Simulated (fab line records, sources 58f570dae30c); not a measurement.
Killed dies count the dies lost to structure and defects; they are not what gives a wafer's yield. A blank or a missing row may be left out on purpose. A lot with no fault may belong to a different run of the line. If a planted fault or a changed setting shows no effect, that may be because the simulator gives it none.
A single fault, viewed from 2 desks	flow berkeleyCmos170	numbers are kept per desk, each desk with only its own; the story behind them comes last

== METROLOGY DESK ==
Means of the sampled wafers that have a number, per lot and without regard to the tool the lot ran on: this is what the gauges read. Marked OUT: a lot whose mean sits more than 4 standard deviations from the usual mean, which makes it out of limits; the brackets give that distance.
Columns: A = NWELL_OVL at UCB170_NWELL_OVL_MEAS_12, usual 4 nm; B = ACTIVE_OXIDE_THK at UCB170_ACTIVE_THK_MEAS_03, usual 26.3 nm; C = PSD_OVL at UCB170_PSD_OVL_MEAS_07, usual 2 nm
lot	first seen here	A	B	C
L683	day 2 11:37	4	26.3	-1
L682	day 2 11:50	-2	26.6	-2
L684	day 3 01:17	0	26.4	9
L685	day 3 07:54	-0	25.4	3
L686	day 3 14:01	-2	25.9	-2
L688	day 3 21:53	1	26.0	-8
L690	day 4 05:37	7	27.0	5
L691	day 4 05:54	2	26.4	1
L697	day 5 17:25	-8	25.8	5
L699	day 6 02:07	7	26.7	6
L701	day 6 11:25	4	26.0	5
L703	day 6 21:04	5	26.9	-2
L704	day 7 03:57	7	25.6	-6
L705	day 7 04:30	1	25.9	1
Result from this desk: across the 14 lots, nothing is out of limits.

== FOR THE TOOL OWNER'S DESK: plasmaAsher-01 ==
The tool's own readings at UCB170_NVT_STRIP_08 (strips in O2): means of the sampled wafers that have a number, for each lot that ran on this tool. Marked OUT: a lot whose mean sits more than 4 standard deviations from the usual mean, which makes it out of limits; the brackets give that distance.
Columns: A = drypumpMotorCurrentA at UCB170_NVT_STRIP_08, usual 5.5 A; B = oesProductAu at UCB170_NVT_STRIP_08, usual 0.735 a.u.; C = stripTimeToEndpointS at UCB170_NVT_STRIP_08, usual 21.69 s
lot	first seen here	A	B	C
L684	day 6 19:17	5.3	0.731	21.71
L685	day 7 08:42	5.2	0.737	21.57
L688	day 7 21:30	5.5	0.864 (+29) OUT	21.53
L690	day 8 04:33	5.3	0.864 (+29) OUT	21.56
L705	day 11 05:25	5.2	0.732	21.81
This desk finds L688, L690 out of limits, L688 being first, at day 7 21:30 (oesProductAu at UCB170_NVT_STRIP_08). In limits: L684, L685, L705.

== PUT TOGETHER ==
At day 7 21:30, on L688, L690, the tool owner's desk was in a position to raise an alarm.
Metrology desk: nothing out of limits seen.
The metrology desk has L688, L690 on record, within its limits.
On plasmaAsher-01, each named lot ran UCB170_NVT_STRIP_08.

== WHAT THE SIMULATOR PUT IN ==
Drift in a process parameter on plasmaAsher-01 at UCB170_NVT_STRIP_08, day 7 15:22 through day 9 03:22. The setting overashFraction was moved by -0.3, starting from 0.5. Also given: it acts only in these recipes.
Struck lots among those shown: L688, L690.
Time in hours from fault onset to the first out-of-limits reading at each desk: the tool owner's desk, 6.
